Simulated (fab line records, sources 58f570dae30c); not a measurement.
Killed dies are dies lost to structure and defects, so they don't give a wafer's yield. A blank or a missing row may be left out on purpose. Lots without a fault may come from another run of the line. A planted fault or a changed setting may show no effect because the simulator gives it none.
Problem report in the 8D (eight disciplines) form, filled by code | flow berkeley_cmos170 | the parts of the form that need people (team, actions taken, sign-off) are left out

1. THE PROBLEM
PLDD_RS at UCB170_SDANNEAL_RS_MEAS_04 reads a mean of 1063.0 ohm/sq on 6 wafers of 2 lots; wafers without a fault read 1031.9 ohm/sq with a standard deviation of 2.4. That is +13 standard deviations from the usual mean.
The step: measures by four-point-probe.
First seen on wafer L979.1, day 11 03:41, on film_metro-02. The record holds 42 wafers of 14 lots with a number at this step. Rule for "out", or "out of limits": more than 4 standard deviations from the usual mean. The other wafers with a number count as sound.

2. WHAT IT IS AND WHAT IT IS NOT
question                    | is                           | is not
which readings at this step | PLDD_RS                      | -
which lots                  | L979, L981                   | L964, L965, L966, L967, L968, L969, L971, L972, L974, L975, L976, L986
which wafers of those lots  | all that have a number       | -
read on which gauges        | film_metro-02, film_metro-04 | film_metro-03
when                        | from day 11 03:41            | up to then (33 sound wafers); but 3 sound wafers of L986 came after

3. SUSPECTS, AND WHAT RULES EACH OUT
Counting: a tool at a process step up to the reading stays a suspect if it ran every lot that is out and no sound lot after the first of them.
- the gauge at UCB170_SDANNEAL_RS_MEAS_04: ruled out. The wafers that are out were read on 2 gauges (film_metro-02, film_metro-04).
- implanter-02 at UCB170_PLDD_IMPLANT_08: kept. It ran every lot that is out, first L979 (day 10 12:12), and no sound lot after that; its last sound lot up to then is L975 (day 9 21:54).
Left after counting: implanter-02 at UCB170_PLDD_IMPLANT_08.

4. THE CAUSE (what the simulator had put in)
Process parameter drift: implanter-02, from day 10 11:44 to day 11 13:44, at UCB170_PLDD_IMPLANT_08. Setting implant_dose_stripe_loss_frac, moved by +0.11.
Counting left only this tool.

5. THE CHAIN OF EFFECTS, in route order
Each row: a reading whose mean over the struck wafers that have a number lies more than 3 standard deviations from the usual. Only readings for which the record gives a usual standard deviation are gone through. hours: the time from each lot's start at the first step in this table that gives one to its start at this step, as a median over the lots. sigmas: the change in usual standard deviations.
hours | step                       | reading | usual         | on struck wafers | change | sigmas
0     | UCB170_SDANNEAL_RS_MEAS_04 | PLDD_RS | 1031.9 ohm/sq | 1063.0           | +31.1  | +13
Later measuring or inspecting steps at which every struck wafer that the step has a row for has a number for every such reading, and none has moved that far: UCB170_M2_THK_MEAS_03.

6. WHAT WOULD HAVE CAUGHT IT SOONER
In this record the first reading out of limits at a measuring or inspecting step was taken at day 11 03:41, 16 hours after the fault began at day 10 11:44.
All the lots that are out (2) had begun UCB170_PLDD_IMPLANT_08 on implanter-02 by day 11 03:41. A hold on the tool at that time would have spared none of them.
